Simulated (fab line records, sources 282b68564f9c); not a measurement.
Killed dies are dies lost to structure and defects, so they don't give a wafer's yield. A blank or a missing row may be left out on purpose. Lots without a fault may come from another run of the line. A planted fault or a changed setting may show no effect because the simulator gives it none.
fab line records | flow rit_cmos
record lots=6 wafers=18 last_day=8
route steps=202 shown NLDD@110 PLDD@114 SPACER@125 NSD@131 PSD@142 M1@202
lots that met no fault: from a run of the same line without faults
start_h: hours from the record's first day to the start of the lot's first wafer shown | wait_h: hours since the lot's step before | " the same as in the row above | L1.1+2: a row that stands for several wafers | - no value, or no start given | * or withheld: withheld | < > ~ a bound
route shown NAME@n: a module of which the file shows steps, and the number in the route of the first | usual: mean/standard deviation of fault-free wafers | same: alike in all rows | chamber/n: place in a boat | sites: the reading at each site | _std_site: their standard deviation | _edge_site: outer sites' mean less inner sites' | radius_mm: how far each site lies from the wafer's centre | mask NAME#n: copy n | behind: the tool/chamber that last shaped the wafer | hold: why the lot was held/for how many hours/how that ended | device: the transistor (n, p or np) that didn't switch | end of line: the same wafers' tests at the end of the route | a step without rows: its recipe alone | killed: dies lost to structure and defects at the first sort, not the wafer's yield | map: a wafer's dies, x killed, . not, _ none there
set.NAME: the setting as run; set.NAME@STEP: as run at that earlier step | model.NAME: the simulator's own value behind a step, which no gauge read
lots at some steps of the route; a table a step, a row a wafer
services: from which hour (start_h, from the record's first day; less than 0 if before it) a tool's chamber was out of use, for how many hours, and why
## steps
# step RIT_NLDD_HARDBAKE_07
# recipe resist=NOVOLAK temp_c=140 time_s=60
# step RIT_NLDD_IMPLANT_08
# recipe species=P energy_kev=20 dose_cm2=5e+14 tilt_deg=7
# step RIT_NLDD_STRIP_09
# recipe chemistry=O2 time_s=180 resist=NOVOLAK platen_temp_c=withheld power_w=500 pressure_mtorr=4000 o2_flow_sccm=4000
# usual drypump_motor_current_A=5.73/0.3
# columns lot.wafer tool chamber start_h wait_h drypump_motor_current_A rf_hours_counter_h
L944.1 plasma_asher-04 0 53.58 0.1 5.42 39
L944.3 " 1 " " 5.64 -
L944.5 " 1 " " 5.64 -
L954.1 plasma_asher-03 1 103.08 0.1 5.32 32
L954.4 " 0 " " 6.01 -
L954.5 " 1 " " 5.32 -
L960.1 plasma_asher-03 1 133.44 0.1 5.33 36
L960.2 " 0 " " 6.01 36
L960.6 " 0 " " 5.99 -
L958.2 plasma_asher-03 0 133.61 0.1 5.98 34
L958.5 " 1 " " 5.31 -
L958.6 " 0 " " 5.94 -
L959.1 plasma_asher-03 0 140.49 0.1 5.94 35
L959.3 " 0 " " 5.96 -
L959.5 " 0 " " 5.96 -
L966.3 plasma_asher-03 1 165.80 0.1 5.32 -
L966.4 " 0 " " 5.95 -
L966.5 " 1 " " 5.32 -
# step RIT_NLDD_TW_MEAS_10
# usual NLDD_TW=2494/24
# columns lot.wafer tool chamber start_h wait_h NLDD_TW
L944.1 film_metro-03 - 53.75 0.1 2468
L944.3 " - " " 2458
L944.5 " - " " 2466
L954.1 film_metro-01 - 103.25 0.1 2502
L954.4 " - " " 2501
L954.5 " - " " 2512
L960.1 film_metro-02 - 133.61 0.1 2463
L960.2 " - " " 2461
L960.6 " - " " 2467
L958.2 film_metro-01 - 133.80 0.1 2524
L958.5 " - " " 2511
L958.6 " - " " 2510
L959.1 film_metro-01 - 140.67 0.1 2511
L959.3 " - " " 2521
L959.5 " - " " 2517
L966.3 film_metro-01 - 165.94 0.1 2509
L966.4 " - " " 2516
L966.5 " - " " 2522
# step RIT_PLDD_HMDS_00
# recipe prime_time_s=60 prime_temp_c=140
# step RIT_PLDD_COAT_01
# recipe resist=NOVOLAK spin_rpm=3250 resist_thk_nm=1000
# step RIT_PLDD_SOFTBAKE_02
# recipe resist=NOVOLAK temp_c=90 time_s=60
# step RIT_PLDD_EXPOSE_03
# recipe mask_id=M8 na=0.57 target_cd_nm=40900 dose_mj=250
# step RIT_PLDD_PEB_04
# recipe resist=NOVOLAK temp_c=withheld time_s=withheld
# step RIT_PLDD_DEVELOP_05
# recipe resist=NOVOLAK develop_time_s=50 dev_temp_c=23
# step RIT_PLDD_OVL_MEAS_06
# usual PLDD_OVL=-0.5/1.4
# columns lot.wafer tool chamber start_h wait_h PLDD_OVL[nm]
L944.1 overlay-01 - 54.66 - -0.5
L944.3 " - " " -1.4
L944.5 " - " " -0.8
L954.1 overlay-02 - 104.29 - -0.8
L954.4 " - " " -0.6
L954.5 " - " " -1.0
L960.1 overlay-02 - 134.65 - -2.8
L960.2 " - " " -1.4
L960.6 " - " " -3.8
L958.2 overlay-01 - 135.39 - -1.8
L958.5 " - " " -1.2
L958.6 " - " " -1.5
L959.1 overlay-01 - 141.61 - 0.1
L959.3 " - " " 0.4
L959.5 " - " " 0.0
L966.3 overlay-01 - 166.97 - 0.2
L966.4 " - " " -1.4
L966.5 " - " " 0.9
# step RIT_PLDD_HARDBAKE_07
# recipe resist=NOVOLAK temp_c=140 time_s=60
# step RIT_PLDD_IMPLANT_08
# recipe species=BF2 energy_kev=20 dose_cm2=9e+14 tilt_deg=7
# columns lot.wafer tool chamber start_h wait_h
L944.1+3+5 implanter-03 0 54.85 0.1
L954.1+4+5 implanter-03 0 104.47 0.1
L960.1+2+6 implanter-01 0 134.83 0.1
L958.2+5+6 implanter-03 0 135.78 0.3
L959.1+3+5 implanter-03 0 141.80 0.1
L966.3+4+5 implanter-01 0 167.19 0.1
# step RIT_PLDD_STRIP_09
# recipe chemistry=O2 time_s=180 resist=NOVOLAK platen_temp_c=withheld power_w=500 pressure_mtorr=4000 o2_flow_sccm=4000
# usual drypump_motor_current_A=5.65/0.29
# columns lot.wafer tool chamber start_h wait_h drypump_motor_current_A rf_hours_counter_h
L944.1 plasma_asher-03 0 55.00 0.1 6.01 27
L944.3 " 0 " " 5.99 -
L944.5 " 1 " " 5.32 -
L954.1 plasma_asher-03 1 104.62 0.1 5.32 32
L954.4 " 0 " " 6.00 -
L954.5 " 1 " " 5.33 -
L960.1 plasma_asher-03 0 134.98 0.1 5.99 36
L960.2 " 1 " " 5.34 36
L960.6 " 0 " " 6.00 -
L958.2 plasma_asher-03 0 135.91 0.1 6.01 34
L958.5 " 0 " " 6.02 -
L958.6 " 1 " " 5.31 -
L959.1 plasma_asher-03 1 141.95 0.1 5.31 35
L959.3 " 1 " " 5.33 -
L959.5 " 1 " " 5.32 -
L966.3 plasma_asher-01 1 167.35 0.1 5.55 -
L966.4 " 0 " " 6.03 -
L966.5 " 1 " " 5.54 -
# step RIT_PLDD_TW_MEAS_10
# usual PLDD_TW=2348/21
# columns lot.wafer tool chamber start_h wait_h PLDD_TW
L944.1 film_metro-01 - 55.17 0.1 2365
L944.3 " - " " 2353
L944.5 " - " " 2359
L954.1 film_metro-01 - 104.80 0.1 2367
L954.4 " - " " 2367
L954.5 " - " " 2359
L960.1 film_metro-03 - 135.16 0.1 2331
L960.2 " - " " 2338
L960.6 " - " " 2334
L958.2 film_metro-02 - 136.09 0.1 2290
L958.5 " - " " 2304
L958.6 " - " " 2303
L959.1 film_metro-03 - 142.25 0.2 2311
L959.3 " - " " 2328
L959.5 " - " " 2309
L966.3 film_metro-01 - 167.48 0.1 2377
L966.4 " - " " 2370
L966.5 " - " " 2378
# step RIT_SPACER_CLEAN_00
# recipe chemistry=SC1 mix=3:3:50 time_s=600 temp_c=75
# step RIT_SPACER_CLEAN_01
# recipe chemistry=dHF dilution=50:1 time_s=30
# step RIT_SPACER_CLEAN_02
# recipe chemistry=SC2 mix=3:3:50 time_s=600 temp_c=75 dry=n2_spin
# step RIT_SPACER_CVD_03
# recipe material=Si3N4 target_thk_nm=250 temp_c=810 precursor=SiH2Cl2/NH3 time_s=3300 pressure_mtorr=300 sih2cl2_flow_sccm=60 nh3_flow_sccm=150
# step RIT_SPACER_THK_MEAS_04
# recipe reads=Si3N4_of_SPACER_CVD_03
# usual SPACER_NITRIDE_THK=250.5/2.5
# columns lot.wafer tool chamber start_h wait_h SPACER_NITRIDE_THK[nm]
L944.1 film_metro-01 - 57.53 0.0 248.4
L944.3 " - " " 250.5
L944.5 " - " " 251.3
L954.1 film_metro-01 - 107.55 0.0 249.1
L954.4 " - " " 248.6
L954.5 " - " " 246.3
L960.1 film_metro-01 - 137.50 0.0 255.3
L960.2 " - " " 255.2
L960.6 " - " " 255.1
L958.2 film_metro-03 - 138.66 0.0 253.1
L958.5 " - " " 253.1
L958.6 " - " " 253.4
L959.1 film_metro-01 - 144.61 0.0 252.8
L959.3 " - " " 250.7
L959.5 " - " " 251.8
L966.3 film_metro-04 - 170.12 0.0 247.7
L966.4 " - " " 248.4
L966.5 " - " " 249.7
# step RIT_SPACER_ETCHBACK_05
# recipe target_depth_a=2500 SF6_flow_sccm=30 CHF3_flow_sccm=30 target=Si3N4 chemistry=SF6/CHF3 pressure_mtorr=40 rf_w=250 time_s=240 stop_on=SiO2
# usual SF6_flow_sccm=30.00/0.079 drypump_motor_current_A=6.0/0.49 oes_product_au=0.842/0.011 throttle_valve_pct=10.31/0.17
# columns lot.wafer tool chamber start_h wait_h SF6_flow_sccm drypump_motor_current_A oes_product_au rf_hours_counter_h throttle_valve_pct
L944.1 rie_diel-01 0 57.59 0.1 30.08 5.4 0.835 0 10.10
L944.3 " 1 " " 29.94 6.4 0.851 151 10.15
L944.5 " 0 " " 29.94 5.4 0.836 - 10.12
L954.1 rie_diel-03 1 107.61 0.1 30.09 6.2 0.842 52 10.34
L954.4 " 1 " " 30.04 6.2 0.841 - 10.33
L954.5 " 2 " " 29.95 5.4 0.829 - 10.62
L960.1 rie_diel-03 3 137.56 0.1 29.97 6.4 0.860 111 10.38
L960.2 " 2 " " 29.84 5.4 0.839 5 10.64
L960.6 " 2 " " 29.94 5.4 0.844 - 10.64
L958.2 rie_diel-01 1 138.71 0.0 29.95 6.4 0.854 153 10.14
L958.5 " 0 " " 30.03 5.4 0.842 - 10.13
L958.6 " 3 " " 29.96 5.5 0.835 - 10.16
L959.1 rie_diel-03 3 144.67 0.1 29.85 6.4 0.838 111 10.38
L959.3 " 2 " " 29.87 5.4 0.833 - 10.62
L959.5 " 3 " " 30.06 6.4 0.854 - 10.37
L966.3 rie_diel-03 2 170.16 0.0 29.86 5.4 0.826 6 10.63
L966.4 " 3 " " 29.96 6.4 0.838 112 10.38
L966.5 " 3 " " 30.03 6.4 0.845 - 10.36
# step RIT_NSD_HMDS_00
# recipe prime_time_s=60 prime_temp_c=140
# step RIT_NSD_COAT_01
# recipe resist=NOVOLAK spin_rpm=3250 resist_thk_nm=1000
# step RIT_NSD_SOFTBAKE_02
# recipe resist=NOVOLAK temp_c=90 time_s=60
# step RIT_NSD_EXPOSE_03
# recipe mask_id=M9 na=0.57 target_cd_nm=40700 dose_mj=250
# step RIT_NSD_PEB_04
# recipe resist=NOVOLAK temp_c=withheld time_s=withheld
# step RIT_NSD_DEVELOP_05
# recipe resist=NOVOLAK develop_time_s=50 dev_temp_c=23
# step RIT_NSD_OVL_MEAS_06
# usual NSD_OVL=-0.5/1.5
# columns lot.wafer tool chamber start_h wait_h NSD_OVL[nm]
L944.1 overlay-02 - 58.78 - -1.2
L944.3 " - " " -2.6
L944.5 " - " " -0.4
L954.1 overlay-01 - 108.61 - -3.2
L954.4 " - " " -1.6
L954.5 " - " " 1.3
L960.1 overlay-02 - 138.64 - 0.2
L960.2 " - " " 0.5
L960.6 " - " " 0.7
L958.2 overlay-02 - 139.72 - 3.2
L958.5 " - " " 1.7
L958.6 " - " " 1.0
L959.1 overlay-01 - 145.75 - -0.4
L959.3 " - " " 0.4
L959.5 " - " " 0.0
L966.3 overlay-02 - 171.30 - -2.2
L966.4 " - " " -1.2
L966.5 " - " " -2.3
# step RIT_NSD_HARDBAKE_07
# recipe resist=NOVOLAK temp_c=140 time_s=60
# step RIT_NSD_IMPLANT_08
# recipe species=P energy_kev=25 dose_cm2=1e+15 tilt_deg=7
# step RIT_NSD_STRIP_09
# recipe chemistry=O2 time_s=180 resist=NOVOLAK platen_temp_c=withheld power_w=500 pressure_mtorr=4000 o2_flow_sccm=4000
# usual drypump_motor_current_A=5.80/0.26
# columns lot.wafer tool chamber start_h wait_h drypump_motor_current_A rf_hours_counter_h
L944.1 plasma_asher-04 0 59.11 0.1 5.42 40
L944.3 " 0 " " 5.44 -
L944.5 " 0 " " 5.42 -
L954.1 plasma_asher-04 1 108.95 0.1 5.64 45
L954.4 " 0 " " 5.41 -
L954.5 " 1 " " 5.64 -
L960.1 plasma_asher-01 0 138.97 0.1 5.96 2
L960.2 " 1 " " 5.58 2
L960.6 " 1 " " 5.57 -
L958.2 plasma_asher-01 1 140.05 0.1 5.55 1
L958.5 " 1 " " 5.53 -
L958.6 " 0 " " 6.00 -
L959.1 plasma_asher-01 1 146.08 0.1 5.56 2
L959.3 " 0 " " 5.99 -
L959.5 " 1 " " 5.51 -
L966.3 plasma_asher-02 0 171.68 0.1 6.18 -
L966.4 " 1 " " 5.90 -
L966.5 " 0 " " 6.18 -
# step RIT_NSD_TW_MEAS_10
# usual NSD_TW=3109/31
# columns lot.wafer tool chamber start_h wait_h NSD_TW
L944.1 film_metro-01 - 59.29 0.1 3164
L944.3 " - " " 3148
L944.5 " - " " 3143
L954.1 film_metro-01 - 109.13 0.1 3150
L954.4 " - " " 3170
L954.5 " - " " 3136
L960.1 film_metro-02 - 139.15 0.1 3075
L960.2 " - " " 3088
L960.6 " - " " 3072
L958.2 film_metro-02 - 140.23 0.1 3087
L958.5 " - " " 3070
L958.6 " - " " 3068
L959.1 film_metro-03 - 146.26 0.1 3092
L959.3 " - " " 3084
L959.5 " - " " 3080
L966.3 film_metro-03 - 171.81 0.1 3107
L966.4 " - " " 3070
L966.5 " - " " 3103
# step RIT_PSD_HMDS_00
# recipe prime_time_s=60 prime_temp_c=140
# step RIT_PSD_COAT_01
# recipe resist=NOVOLAK spin_rpm=3250 resist_thk_nm=1000
# step RIT_PSD_SOFTBAKE_02
# recipe resist=NOVOLAK temp_c=90 time_s=60
# step RIT_PSD_EXPOSE_03
# recipe mask_id=M10 na=0.57 target_cd_nm=40900 dose_mj=250
# step RIT_PSD_PEB_04
# recipe resist=NOVOLAK temp_c=withheld time_s=withheld
# step RIT_PSD_DEVELOP_05
# recipe resist=NOVOLAK develop_time_s=50 dev_temp_c=23
# step RIT_PSD_OVL_MEAS_06
# usual PSD_OVL=-0.6/1.2
# columns lot.wafer tool chamber start_h wait_h PSD_OVL[nm]
L944.1 overlay-01 - 60.33 - -0.2
L944.3 " - " " 0.1
L944.5 " - " " -1.6
L954.1 overlay-01 - 110.16 - 0.1
L954.4 " - " " 0.8
L954.5 " - " " 0.3
L960.1 overlay-01 - 140.12 - -2.8
L960.2 " - " " 1.1
L960.6 " - " " -1.4
L958.2 overlay-02 - 141.14 - 0.6
L958.5 " - " " 1.7
L958.6 " - " " 1.8
L959.1 overlay-02 - 147.17 - -0.5
L959.3 " - " " 2.2
L959.5 " - " " -0.2
L966.3 overlay-01 - 172.93 - -0.7
L966.4 " - " " -0.3
L966.5 " - " " 0.7
# step RIT_PSD_HARDBAKE_07
# recipe resist=NOVOLAK temp_c=140 time_s=60
# step RIT_PSD_IMPLANT_08
# recipe species=BF2 energy_kev=27 dose_cm2=5e+15 tilt_deg=7
# step RIT_PSD_STRIP_09
# recipe chemistry=O2 time_s=180 resist=NOVOLAK platen_temp_c=withheld power_w=500 pressure_mtorr=4000 o2_flow_sccm=4000
# usual drypump_motor_current_A=5.87/0.27
# columns lot.wafer tool chamber start_h wait_h drypump_motor_current_A rf_hours_counter_h
L944.1 plasma_asher-01 0 60.67 0.1 6.04 40
L944.3 " 0 " " 6.03 -
L944.5 " 1 " " 5.54 -
L954.1 plasma_asher-03 0 110.50 0.1 5.99 33
L954.4 " 1 " " 5.33 -
L954.5 " 0 " " 6.04 -
L960.1 plasma_asher-02 0 140.46 0.1 6.18 51
L960.2 " 1 " " 5.90 51
L960.6 " 1 " " 5.90 -
L958.2 plasma_asher-01 0 141.47 0.1 6.03 1
L958.5 " 1 " " 5.57 -
L958.6 " 0 " " 6.03 -
L959.1 plasma_asher-02 1 147.50 0.1 5.89 50
L959.3 " 1 " " 5.91 -
L959.5 " 1 " " 5.90 -
L966.3 plasma_asher-02 1 173.66 0.1 5.90 -
L966.4 " 0 " " 6.17 -
L966.5 " 0 " " 6.12 -
# step RIT_SDANNEAL_RS_MEAS_06
# recipe thk_meas_gauge=four-point-probe
# usual PLDD_RS=178.6/0.46
# columns lot.wafer tool chamber start_h wait_h hold PLDD_RS[ohm/sq]
L944.1 film_metro-01 - 62.09 0.1 - 178.1
L944.3 " - " " - 178.1
L944.5 " - " " - 178.0
L954.1 film_metro-03 - 111.40 0.1 - 179.2
L954.4 " - " " - 178.8
L954.5 " - " " - 178.8
L960.1 film_metro-01 - 141.36 0.1 - 178.6
L960.2 " - " " - 178.2
L960.6 " - " " - 179.0
L958.2 film_metro-02 - 142.41 0.1 await_dispo/0.2h/release 182.3
L958.5 " - " " await_dispo/0.2h/release 181.7
L958.6 " - " " await_dispo/0.2h/release 182.2
L958.2 film_metro-02 - 142.69 0.3 - 181.9
L958.5 " - " " - 181.9
L958.6 " - " " - 181.7
L959.1 film_metro-02 - 148.40 0.1 await_dispo/0.2h/release 181.3
L959.3 " - " " await_dispo/0.2h/release 181.7
L959.5 " - " " await_dispo/0.2h/release 182.0
L959.1 film_metro-02 - 148.69 0.3 - 181.8
L959.3 " - " " - 182.0
L959.5 " - " " - 181.9
L966.3 film_metro-03 - 174.54 0.1 - 178.1
L966.4 " - " " - 178.0
L966.5 " - " " - 177.7
# step RIT_SDANNEAL_RS_MEAS_07
# recipe thk_meas_gauge=four-point-probe
# usual NLDD_RS=151.5/0.54
# columns lot.wafer tool chamber start_h wait_h hold NLDD_RS[ohm/sq]
L944.1 film_metro-01 - 62.21 0.1 - 151.6
L944.3 " - " " - 151.6
L944.5 " - " " - 151.2
L954.1 film_metro-03 - 111.52 0.1 - 151.8
L954.4 " - " " - 151.9
L954.5 " - " " - 151.6
L960.1 film_metro-01 - 141.48 0.1 - 151.1
L960.2 " - " " - 151.3
L960.6 " - " " - 151.2
L958.2 film_metro-02 - 144.36 1.6 await_dispo/1.5h/release 151.3
L958.5 " - " " await_dispo/1.5h/release 151.2
L958.6 " - " " await_dispo/1.5h/release 151.7
L959.1 film_metro-02 - 156.67 8.0 await_dispo/7.9h/release 151.9
L959.3 " - " " await_dispo/7.9h/release 151.7
L959.5 " - " " await_dispo/7.9h/release 151.9
L966.3 film_metro-03 - 174.66 0.1 - 151.6
L966.4 " - " " - 151.5
L966.5 " - " " - 151.6
# step RIT_M1_PROBE_99
# usual killed_at_contacts=0.1/0.32 killed_at_front_end=6/3.1 killed_dies=7/3.2 killed_open=3.1/1.9 killed_short=3.5/2.2
# same gross_dies=264 killed_at_M0_to_M3=0 killed_at_M4_up=0 killed_at_back_side=0 killed_at_other=0
# columns lot.wafer tool chamber start_h wait_h killed_at_contacts killed_at_front_end killed_dies killed_open killed_short
L954.1 prober-01 - 118.81 0.1 0 9 9 3 6
L954.4 prober-01 - 118.96 0.2 0 3 3 1 2
L954.5 prober-01 - 119.01 0.2 0 9 9 4 5
L958.2 prober-01 - 151.30 0.1 0 3 3 0 3
L958.5 prober-01 - 151.45 0.2 0 11 11 6 5
L958.6 prober-01 - 151.50 0.2 0 12 12 8 4
L959.3 prober-02 - 163.65 0.2 0 7 7 3 4
L959.5 prober-02 - 163.75 0.2 0 13 13 4 9
# killed by level:class
L954.1 GATE:geometric_particle:short=4 GATE:geometric_particle:open=3 REOX:geometric_particle:short=1 SILICIDE:geometric_particle:short=1
L954.4 GATE:geometric_particle:open=1 GATE:geometric_particle:short=1 SILICIDE:geometric_particle:short=1
L954.5 SILICIDE:geometric_particle:short=3 GATE:geometric_particle:open=2 GATE:geometric_particle:short=2 FOX1:geometric_particle:open=1 REOX:geometric_particle:open=1
L958.2 FOX1:geometric_particle:short=1 GATE:geometric_particle:short=1 SILICIDE:geometric_particle:short=1
L958.5 GATE:geometric_particle:short=3 GATE:geometric_particle:open=2 REOX:geometric_particle:short=2 SILICIDE:geometric_particle:open=2 REOX:geometric_particle:open=1 SPACER:geometric_particle:open=1
L958.6 GATE:geometric_particle:open=5 GATE:geometric_particle:short=3 SPACER:geometric_particle:open=2 FOX2:geometric_particle:open=1 SILICIDE:geometric_particle:short=1
L959.3 GATE:geometric_particle:open=2 FOX2:geometric_particle:open=1 FOX2:geometric_particle:short=1 GATE:geometric_particle:short=1 SPACER:geometric_particle:short=1 SILICIDE:geometric_particle:short=1
L959.5 GATE:geometric_particle:short=4 GATE:geometric_particle:open=4 REOX:geometric_particle:short=2 FOX1:geometric_particle:short=1 SPACER:geometric_particle:short=1 SILICIDE:geometric_particle:short=1
## services
# columns tool chamber start_h hours kind
plasma_asher-01 - 43.43 1.2 repair
plasma_asher-04 - 49.04 2.8 pm
rie_diel-01 0 58.46 7.9 repair
rie_diel-01 0 80.34 5.4 repair
plasma_asher-04 - 85.90 2.0 repair
plasma_asher-04 - 89.52 2.1 repair
rie_diel-03 3 101.35 5.6 repair
rie_diel-03 0 104.54 33.8 repair
rie_diel-01 0 108.62 3.2 repair
plasma_asher-01 - 108.75 9.0 pm
plasma_asher-01 0 108.75 9.0 vent_cycle
plasma_asher-01 1 108.75 9.0 vent_cycle
implanter-01 - 111.06 7.1 pm
rie_diel-01 2 111.84 - clean
implanter-03 - 114.12 2.9 pm
plasma_asher-01 0 117.75 - clean
plasma_asher-01 1 117.75 - clean
rie_diel-03 1 125.62 6.0 repair
rie_diel-03 - 131.92 1.6 repair
rie_diel-01 - 134.00 0.2 repair
rie_diel-03 1 135.44 12.9 repair
rie_diel-01 2 136.38 7.9 repair
rie_diel-03 - 142.66 0.8 repair
implanter-01 - 146.34 4.8 pm
## key
first_sign step=RIT_PLDD_TW_MEAS_10 reading=PLDD_TW direction=down sigmas=1.9 usual=2348 struck=2307
effect step=RIT_SDANNEAL_RS_MEAS_06 reading=PLDD_RS direction=up sigmas=7.1 usual=178.6 struck=181.9
met_at RIT_PLDD_IMPLANT_08
struck_wafers L958.2,L958.5,L958.6,L959.1,L959.3,L959.5
rows_end L959.1
tester_left_out L958,L959
onset_between 104.47 135.78
also_fits RIT_PLDD_STRIP_09:plasma_asher-03,RIT_NSD_STRIP_09:plasma_asher-01
fault kind=process_parameter_drift tool=implanter-03 chamber=- onset_h=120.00 steps=RIT_PLDD_IMPLANT_08 channel=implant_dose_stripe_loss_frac offset=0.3 shape=step end_h=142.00
# tester_left_out: of these lots the tester's yield and bins aren't shown, on N5 and GAA mostly nor the transistor test; their killed dies are dies lost to structure and defects alone, not to doping, threshold or leakage, so they don't give the yield
# rows_end: these wafers met a further fault down the route, and their rows from its step on are left out
